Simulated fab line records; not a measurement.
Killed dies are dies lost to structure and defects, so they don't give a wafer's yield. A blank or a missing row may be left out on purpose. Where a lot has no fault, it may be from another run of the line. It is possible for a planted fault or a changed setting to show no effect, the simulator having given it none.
Which of the tools did it? || flow berkeley-cmos170 || 14 lots with 42 wafers sampled at 4 steps, on a route of 331 steps

== WHAT EACH GAUGE READ, for each wafer ==
UCB170_NWELL_TW_MEAS_16.
{"lot": "L441", "measured": "day 2 19:04", "on": "film-metro-01", "NWELL_TW": "1244 1240 1252"}
{"lot": "L442", "measured": "day 2 19:12", "on": "film-metro-04", "NWELL_TW": "1246 1249 1248"}
{"lot": "L443", "measured": "day 3 06:58", "on": "film-metro-02", "NWELL_TW": "1230 1229 1232"}
{"lot": "L445", "measured": "day 3 08:49", "on": "film-metro-04", "NWELL_TW": "1254 1249 1253"}
{"lot": "L446", "measured": "day 3 19:59", "on": "film-metro-02", "NWELL_TW": "1235 1230 1235"}
{"lot": "L447", "measured": "day 3 20:16", "on": "film-metro-01", "NWELL_TW": "1246 1240 1247"}
{"lot": "L452", "measured": "day 4 21:08", "on": "film-metro-02", "NWELL_TW": "1226 1238 1227"}
{"lot": "L453", "measured": "day 4 21:01", "on": "film-metro-01", "NWELL_TW": "1193 1197 1197"}
{"lot": "L455", "measured": "day 5 10:46", "on": "film-metro-02", "NWELL_TW": "1180 1173 1173"}
{"lot": "L458", "measured": "day 6 14:04", "on": "film-metro-02", "NWELL_TW": "1225 1218 1220"}
{"lot": "L461", "measured": "day 6 13:53", "on": "film-metro-01", "NWELL_TW": "1246 1244 1244"}
{"lot": "L462", "measured": "day 6 20:32", "on": "film-metro-01", "NWELL_TW": "1246 1250 1248"}
{"lot": "L463", "measured": "day 7 05:41", "on": "film-metro-02", "NWELL_TW": "1235 1230 1228"}
{"lot": "L464", "measured": "day 7 04:40", "on": "film-metro-02", "NWELL_TW": "1229 1230 1226"}

UCB170_ACTIVE_CD_MEAS_13: target cd 1200 nm.
{"lot": "L441", "measured": "day 4 16:02", "on": "cd-sem-01", "cd-nm (nm)": "1202.2 1201.1 1201.5"}
{"lot": "L442", "measured": "day 4 16:00", "on": "cd-sem-02", "cd-nm (nm)": "1201.1 1202.3 1201.3"}
{"lot": "L443", "measured": "day 5 15:43", "on": "cd-sem-01", "cd-nm (nm)": "1199.0 1199.4 1199.9"}
{"lot": "L445", "measured": "day 5 15:47", "on": "cd-sem-02", "cd-nm (nm)": "1202.0 1201.4 1201.6"}
{"lot": "L446", "measured": "day 6 07:00", "on": "cd-sem-01", "cd-nm (nm)": "1200.8 1198.9 1200.5"}
{"lot": "L447", "measured": "day 6 07:55", "on": "cd-sem-02", "cd-nm (nm)": "1199.0 1198.6 1197.8"}
{"lot": "L452", "measured": "day 7 03:57", "on": "cd-sem-01", "cd-nm (nm)": "1200.2 1199.4 1198.8"}
{"lot": "L453", "measured": "day 7 04:04", "on": "cd-sem-01", "cd-nm (nm)": "1202.5 1201.3 1202.1"}
{"lot": "L455", "measured": "day 7 13:49", "on": "cd-sem-01", "cd-nm (nm)": "1201.8 1200.0 1201.9"}
{"lot": "L458", "measured": "day 8 17:56", "on": "cd-sem-02", "cd-nm (nm)": "1201.3 1202.0 1201.8"}
{"lot": "L461", "measured": "day 8 18:05", "on": "cd-sem-02", "cd-nm (nm)": "1200.5 1201.7 1200.7"}
{"lot": "L462", "measured": "day 9 05:07", "on": "cd-sem-02", "cd-nm (nm)": "1201.8 1201.6 1200.9"}
{"lot": "L463", "measured": "day 9 12:02", "on": "cd-sem-02", "cd-nm (nm)": "1198.8 1199.3 1200.1"}
{"lot": "L464", "measured": "day 9 12:15", "on": "cd-sem-02", "cd-nm (nm)": "1202.0 1202.1 1201.6"}

== TOOL THAT RAN EACH LOT (tool first, then ch and the chambers of the sampled wafers, then the start) ==
{"lot": "L441", "UCB170_ZERO_ETCH_06": "rie-diel-04 ch 1,2,3, day 1 23:08", "UCB170_NWELL_IMPLANT_14": "implanter-03 ch 0, day 2 18:40"}
{"lot": "L442", "UCB170_ZERO_ETCH_06": "rie-diel-03 ch 1,2,3, day 2 04:30", "UCB170_NWELL_IMPLANT_14": "implanter-04 ch 0, day 2 18:57"}
{"lot": "L443", "UCB170_ZERO_ETCH_06": "rie-diel-03 ch 1,2, day 2 11:14", "UCB170_NWELL_IMPLANT_14": "implanter-04 ch 0, day 3 06:43"}
{"lot": "L445", "UCB170_ZERO_ETCH_06": "rie-diel-01 ch 0,1, day 2 17:19", "UCB170_NWELL_IMPLANT_14": "implanter-04 ch 0, day 3 08:35"}
{"lot": "L446", "UCB170_ZERO_ETCH_06": "rie-diel-03 ch 2,3, day 3 05:01", "UCB170_NWELL_IMPLANT_14": "implanter-04 ch 0, day 3 19:44"}
{"lot": "L447", "UCB170_ZERO_ETCH_06": "rie-diel-04 ch 1,2,3, day 3 05:11", "UCB170_NWELL_IMPLANT_14": "implanter-04 ch 0, day 3 20:01"}
{"lot": "L452", "UCB170_ZERO_ETCH_06": "rie-diel-01 ch 0,1,2, day 4 04:29", "UCB170_NWELL_IMPLANT_14": "implanter-03 ch 0, day 4 20:54"}
{"lot": "L453", "UCB170_ZERO_ETCH_06": "rie-diel-01 ch 0,3, day 4 10:14", "UCB170_NWELL_IMPLANT_14": "implanter-04 ch 0, day 4 20:47"}
{"lot": "L455", "UCB170_ZERO_ETCH_06": "rie-diel-03 ch 0,2,3, day 4 19:30", "UCB170_NWELL_IMPLANT_14": "implanter-04 ch 0, day 5 10:33"}
{"lot": "L458", "UCB170_ZERO_ETCH_06": "rie-diel-01 ch 0,2,3, day 5 19:11", "UCB170_NWELL_IMPLANT_14": "implanter-02 ch 0, day 6 13:50"}
{"lot": "L461", "UCB170_ZERO_ETCH_06": "rie-diel-04 ch 0,1,2, day 6 00:29", "UCB170_NWELL_IMPLANT_14": "implanter-03 ch 0, day 6 13:38"}
{"lot": "L462", "UCB170_ZERO_ETCH_06": "rie-diel-04 ch 0,1,2, day 6 08:16", "UCB170_NWELL_IMPLANT_14": "implanter-03 ch 0, day 6 20:17"}
{"lot": "L463", "UCB170_ZERO_ETCH_06": "rie-diel-03 ch 1,2,3, day 6 12:50", "UCB170_NWELL_IMPLANT_14": "implanter-03 ch 0, day 7 05:28"}
{"lot": "L464", "UCB170_ZERO_ETCH_06": "rie-diel-01 ch 0,2,3, day 6 13:07", "UCB170_NWELL_IMPLANT_14": "implanter-02 ch 0, day 7 04:25"}
- UCB170_ZERO_ETCH_06: etches SiO2 in CHF3/CF4/Ar, time 12 s.
- UCB170_NWELL_IMPLANT_14

== WHAT THE TOOLS THEMSELVES READ (means of the sampled wafers that have a number; where no wafer has one, the mark that the record gives instead) ==
UCB170_ZERO_ETCH_06.
{"lot": "L441", "tool": "rie-diel-04", "drypump-motor-current-A (A)": 5.2, "oes-product-au (a.u.)": 0.608, "throttle-valve-pct (%)": 9.24}
{"lot": "L442", "tool": "rie-diel-03", "drypump-motor-current-A (A)": 5.7, "oes-product-au (a.u.)": 0.610, "throttle-valve-pct (%)": 9.27}
{"lot": "L443", "tool": "rie-diel-03", "drypump-motor-current-A (A)": 5.7, "oes-product-au (a.u.)": 0.613, "throttle-valve-pct (%)": 9.36}
{"lot": "L445", "tool": "rie-diel-01", "drypump-motor-current-A (A)": 5.9, "oes-product-au (a.u.)": 0.621, "throttle-valve-pct (%)": 9.08}
{"lot": "L446", "tool": "rie-diel-03", "drypump-motor-current-A (A)": 5.7, "oes-product-au (a.u.)": 0.612, "throttle-valve-pct (%)": 9.21}
{"lot": "L447", "tool": "rie-diel-04", "drypump-motor-current-A (A)": 5.2, "oes-product-au (a.u.)": 0.608, "throttle-valve-pct (%)": 9.24}
{"lot": "L452", "tool": "rie-diel-01", "drypump-motor-current-A (A)": 5.6, "oes-product-au (a.u.)": 0.614, "throttle-valve-pct (%)": 9.19}
{"lot": "L453", "tool": "rie-diel-01", "drypump-motor-current-A (A)": 6.2, "oes-product-au (a.u.)": 0.625, "throttle-valve-pct (%)": 9.17}
{"lot": "L455", "tool": "rie-diel-03", "drypump-motor-current-A (A)": 5.9, "oes-product-au (a.u.)": 0.620, "throttle-valve-pct (%)": 9.15}
{"lot": "L458", "tool": "rie-diel-01", "drypump-motor-current-A (A)": 6.0, "oes-product-au (a.u.)": 0.622, "throttle-valve-pct (%)": 9.28}
{"lot": "L461", "tool": "rie-diel-04", "drypump-motor-current-A (A)": 5.1, "oes-product-au (a.u.)": 0.601, "throttle-valve-pct (%)": 9.24}
{"lot": "L462", "tool": "rie-diel-04", "drypump-motor-current-A (A)": 5.1, "oes-product-au (a.u.)": 0.608, "throttle-valve-pct (%)": 9.23}
{"lot": "L463", "tool": "rie-diel-03", "drypump-motor-current-A (A)": 5.7, "oes-product-au (a.u.)": 0.613, "throttle-valve-pct (%)": 9.29}
{"lot": "L464", "tool": "rie-diel-01", "drypump-motor-current-A (A)": 5.9, "oes-product-au (a.u.)": 0.613, "throttle-valve-pct (%)": 9.29}

UCB170_NWELL_IMPLANT_14.
{"lot": "L441", "tool": "implanter-03", "beam-energy-keV": 150.00, "end-station-pressure-torr (Torr)": 4.98e-06}
{"lot": "L442", "tool": "implanter-04", "beam-energy-keV": 149.95, "end-station-pressure-torr (Torr)": 4.96e-06}
{"lot": "L443", "tool": "implanter-04", "beam-energy-keV": 149.99, "end-station-pressure-torr (Torr)": 4.57e-06}
{"lot": "L445", "tool": "implanter-04", "beam-energy-keV": 149.98, "end-station-pressure-torr (Torr)": 4.93e-06}
{"lot": "L446", "tool": "implanter-04", "beam-energy-keV": 150.05, "end-station-pressure-torr (Torr)": 4.98e-06}
{"lot": "L447", "tool": "implanter-04", "beam-energy-keV": 150.01, "end-station-pressure-torr (Torr)": 4.95e-06}
{"lot": "L452", "tool": "implanter-03", "beam-energy-keV": 150.01, "end-station-pressure-torr (Torr)": 5.11e-06}
{"lot": "L453", "tool": "implanter-04", "beam-energy-keV": 118.52, "end-station-pressure-torr (Torr)": 4.87e-06}
{"lot": "L455", "tool": "implanter-04", "beam-energy-keV": 118.51, "end-station-pressure-torr (Torr)": 4.91e-06}
{"lot": "L458", "tool": "implanter-02", "beam-energy-keV": 150.00, "end-station-pressure-torr (Torr)": 4.85e-06}
{"lot": "L461", "tool": "implanter-03", "beam-energy-keV": 149.99, "end-station-pressure-torr (Torr)": 4.90e-06}
{"lot": "L462", "tool": "implanter-03", "beam-energy-keV": 150.02, "end-station-pressure-torr (Torr)": 5.27e-06}
{"lot": "L463", "tool": "implanter-03", "beam-energy-keV": 149.96, "end-station-pressure-torr (Torr)": 4.99e-06}
{"lot": "L464", "tool": "implanter-02", "beam-energy-keV": 150.01, "end-station-pressure-torr (Torr)": 4.93e-06}

== THE ANSWER, worked out from the rows above alone ==
Rule: usual is defined by the lots themselves. The widest of any qualifying gaps counts: lots, ordered by their means at a reading, are off when they make up no more than a third of the lots, leave a main group of 4 or more, and stand apart from it by 3 or more times the standard deviation of that group's means. Not used: any main group whose means are identical at the precision the tables above print for the reading. A lot without any number at a reading at which 4 lots or more have one is off too. All remaining lots with rows at the step are treated as sound. First the gauges in route order, then the tools' own readings, where a lot's mean is used as printed above. The first step at which some lot is off is used, and at that step the reading that is off furthest; a lot without a number counts as furthest.
Off at UCB170_NWELL_IMPLANT_14 (beam-energy-keV): L453, L455. For the main group the mean is 150.00 and the standard deviation 0.026.
A tool fits if, at that step or a process step before it, it ran every lot that is off, and no sound lot after the first of them. One candidate fits, namely implanter-04 at UCB170_NWELL_IMPLANT_14. Its last sound lot is L447 (day 3 20:01), its first lot that is off L453 (day 4 20:47): a fault that began between those two fits.
On the lots that are off, the tool's own readings at UCB170_NWELL_IMPLANT_14 differ by more than 5 times the standard deviation of the sound lots' means, which bears it out; beam-energy-keV reads 118.52 there versus 150.00 on the sound lots.

== WHAT THE SIMULATOR HAD INSERTED ==
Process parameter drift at UCB170_NWELL_IMPLANT_14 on implanter-04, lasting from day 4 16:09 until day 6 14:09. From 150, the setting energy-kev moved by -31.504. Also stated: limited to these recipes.
Struck lots among those shown: L453, L455. Same finding as the rule above.
